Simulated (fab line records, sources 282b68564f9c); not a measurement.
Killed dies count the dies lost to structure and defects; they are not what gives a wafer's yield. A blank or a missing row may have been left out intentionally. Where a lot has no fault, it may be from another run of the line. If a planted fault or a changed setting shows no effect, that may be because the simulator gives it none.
8D (eight disciplines) problem report, filled in by code	flow rit_cmos	the parts of the form that need people (team, actions taken, sign-off) are left out

== 1. THE PROBLEM ==
Wafers free of any fault read 2149 (standard deviation 24) for NWELL_TW at RIT_NWELL_TW_MEAS_10, against a mean of 1908 on 6 wafers of 2 lots. Measured from the usual mean, that is -10 standard deviations.
First observed at day 5 22:47: wafer L441.3, on film_metro-02. At this step, 42 wafers from 14 lots have a number in the record. Rule for "out", or "out of limits": more than 4 standard deviations from the usual mean. The rest of the wafers with a number are treated as sound.

== 2. WHAT IT IS; WHAT IT IS NOT ==
question	is	is not
which readings at this step	NWELL_TW	-
which lots	L441, L443	L422, L423, L424, L426, L427, L428, L430, L431, L432, L433, L434, L437
which wafers of those lots	all that have a number	-
read on which gauges	film_metro-02	film_metro-01, film_metro-04
when	from day 5 22:47	up to then (36 sound wafers)

== 3. THE SUSPECTS, EACH WITH WHAT RULES IT OUT ==
Counting: a tool stays on the suspect list if, at a process step up to the reading, it processed all lots that are out and no sound lot following the first of them.
- the gauge at RIT_NWELL_TW_MEAS_10 has been ruled out. All the wafers that are out were read on film_metro-02, but those of them that RIT_NWELL_IMPLANT_08 has rows for are out there too, on other tools.
- implanter-02 at RIT_NWELL_IMPLANT_08: kept. Every lot that is out went through it, starting with L441 (day 5 22:29), and after that it ran no sound lot; the last sound lot it ran before then is L437 (day 5 01:14). Its own dose_ions_cm2, faraday_current_uA readings are out on those wafers.
After counting, what remains is implanter-02 at RIT_NWELL_IMPLANT_08.

== 4. THE CAUSE (what the simulator had put in) ==
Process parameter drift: implanter-02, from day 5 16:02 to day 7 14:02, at RIT_NWELL_IMPLANT_08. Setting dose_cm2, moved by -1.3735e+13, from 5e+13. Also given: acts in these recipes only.
The count eliminated every tool but this one.

== 5. THE CHAIN OF EFFECTS, in route order ==
Rows list readings where the struck wafers' mean (over those with a number) sits beyond 3 standard deviations from the usual. Readings are gone through only where the record gives a usual standard deviation; hours: the median, over the lots, of the time from a lot's start at the first step in this table giving one to that lot's start at this step; sigmas: the change measured in usual standard deviations.
hours	step	reading	usual	on struck wafers	change	sigmas
0	RIT_NWELL_IMPLANT_08	dose_ions_cm2	5.001e+13	3.622e+13	-1.379e+13	-99 or more
0	RIT_NWELL_IMPLANT_08	faraday_current_uA	159	116	-43	-13
0	RIT_NWELL_TW_MEAS_10	NWELL_TW	2149	1908	-241	-10
7	RIT_WELLDRIVE_RS_MEAS_01	NWELL_RS	275.2 ohm/sq	335.7	+60.5	+79
Here are the process steps it includes:
- RIT_NWELL_IMPLANT_08

== 6. HOW IT WOULD HAVE BEEN CAUGHT EARLIER ==
In this record the first reading out of limits at a measuring or inspecting step was taken at day 5 22:47, 7 hours after the fault began at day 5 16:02.
Tool's own readings at RIT_NWELL_IMPLANT_08, dose_ions_cm2, faraday_current_uA: out on all struck wafers the step has rows for; an alarm limit on them would have tripped on the first.
Among the 2 lots that are out, L443 began RIT_NWELL_IMPLANT_08 on implanter-02 after day 5 22:47. A hold on the tool at that time would have spared it.
